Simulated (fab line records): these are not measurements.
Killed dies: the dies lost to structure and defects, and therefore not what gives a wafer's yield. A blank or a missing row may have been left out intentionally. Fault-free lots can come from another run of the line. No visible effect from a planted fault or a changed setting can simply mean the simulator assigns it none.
A struck lot beside a sound one ; flow berkeleyCmos170 ; 19 out of 331 route steps
Sound: wafers L244.2, L244.5, L244.6. Struck: wafers L248.2, L248.3, L248.5. Last of all comes the cause.
Order at every step that has rows: each side's tool, ch and its chambers, its first start. Under that, the readings that differ: sound wafers ; struck wafers ; difference of the means ; sigmas: that difference in standard deviations of wafers without a fault.
alike: words and numbers the same on both sides, and readings whose means are apart by under 2 such deviations; not compared: readings that were withheld, readings missing a value for some wafer, numbers with overlapping values and no deviation given by the record, and bounds like >300 which may hide the same value.
Wherever a step has rows on one side only, a row that says differs or no value, or a row with sigmas, the two part there. When numbers do not overlap yet have no deviation, they are printed without sigmas and do not part them. A reading missing from all wafers of one side parts the sides only when that side holds two or more wafers.

first, 2 steps without rows for these wafers: UCB170_NLDD_IMPLANT_08; UCB170_NLDD_IMPLANT_09.
UCB170_NLDD_STRIP_10: strips in O2.
  sound on plasmaAsher-01 ch 0,1, day 8 00:29; struck on plasmaAsher-04 ch 0,1, day 8 22:29
reading;sound;struck;difference;sigmas
stripTimeToEndpointS (s);21.48 21.54 21.58;21.68 21.71 21.69;+0.16;+2
  alike: drypumpMotorCurrentA, oesProductAu
  not compared: rfHoursCounterH
UCB170_NLDD_TW_MEAS_11:
  sound on filmMetro-02 at day 8 00:36; struck on filmMetro-04 at day 8 22:35
  alike: NLDD_TW
then, 1 step without rows for these wafers: UCB170_NLDD_CLEAN_12 (cleans in SPM, time 600 s).
UCB170_SPACER_CVD_00: deposits SiO2 from TEOS/O2, target thk 376 nm, time 47 s.
  sound on pecvd-01 ch 0,2, day 8 00:50; struck on pecvd-03 ch 0,1,2, day 8 22:49
  alike: heaterPowerW, pressureMtorr
UCB170_SPACER_THK_MEAS_01:
  sound on filmMetro-01 at day 8 00:53; struck on filmMetro-02 at day 8 22:52
  alike: SPACER_TEOS_THK
then, 1 step without rows for these wafers: UCB170_SPACER_ANNEAL_02 (time 1800 s).
UCB170_SPACER_ETCHBACK_03: etches SiO2 in CHF3/CF4/Ar, stops on Si, target depth 376 nm, time 100 s.
  sound on rieDiel-01 ch 0,1,3, day 8 07:51; struck on rieDiel-02 ch 0,1, day 9 04:05
  alike: drypumpMotorCurrentA, oesProductAu, throttleValvePct
  not compared: rfHoursCounterH
then, 3 steps without rows for these wafers: UCB170_PSD_HMDS_00 (prime time 60 s); UCB170_PSD_COAT_01 (resist thk 900 nm); UCB170_PSD_SOFTBAKE_02 (time 60 s).
UCB170_PSD_EXPOSE_03: exposes mask PSELECT MOD, target cd 1200 nm.
  sound on krfScanner-01 ch 0, day 8 08:31; struck on krfScanner-01 ch 0, day 9 04:56
reading;sound;struck;difference;sigmas
model.PSD.overlayXNm (nm);2.819 2.819 2.819;-166.9 -166.9 -166.9;-169.7;
  alike: mask, focusOffsetNm
then, 2 steps without rows for these wafers: UCB170_PSD_PEB_04; UCB170_PSD_DEVELOP_05 (develop time 45 s).
UCB170_PSD_CD_MEAS_06: the cd target is 1200 nm.
  sound on cdSem-01 at day 8 08:58; struck on cdSem-02 at day 9 05:50
  alike: cdNm
UCB170_PSD_OVL_MEAS_07:
  sound on overlay-01 at day 8 09:05; struck on overlay-02 at day 9 05:56
reading;sound;struck;difference;sigmas
PSD_OVL (nm);1 -4 -2;-164 -160 -166;-162;-29
following that, these wafers have no rows for 1 step: UCB170_PSD_IMPLANT_08.
UCB170_M3_PROBE_99:
  sound on prober-02 at day 9 08:34; struck on prober-02 at day 10 09:07
reading;sound;struck;difference;sigmas
model.etest.selectEdgeDiodeP.leakLog10A (angstrom);-12.39 -12.23 -12.3;-11.2 -11.23 -11.57;+1.0;

## WHERE THEY PART
At UCB170_NLDD_STRIP_10 first; at UCB170_PSD_OVL_MEAS_07 last (within this record only).

WHY: whatever the simulator had introduced
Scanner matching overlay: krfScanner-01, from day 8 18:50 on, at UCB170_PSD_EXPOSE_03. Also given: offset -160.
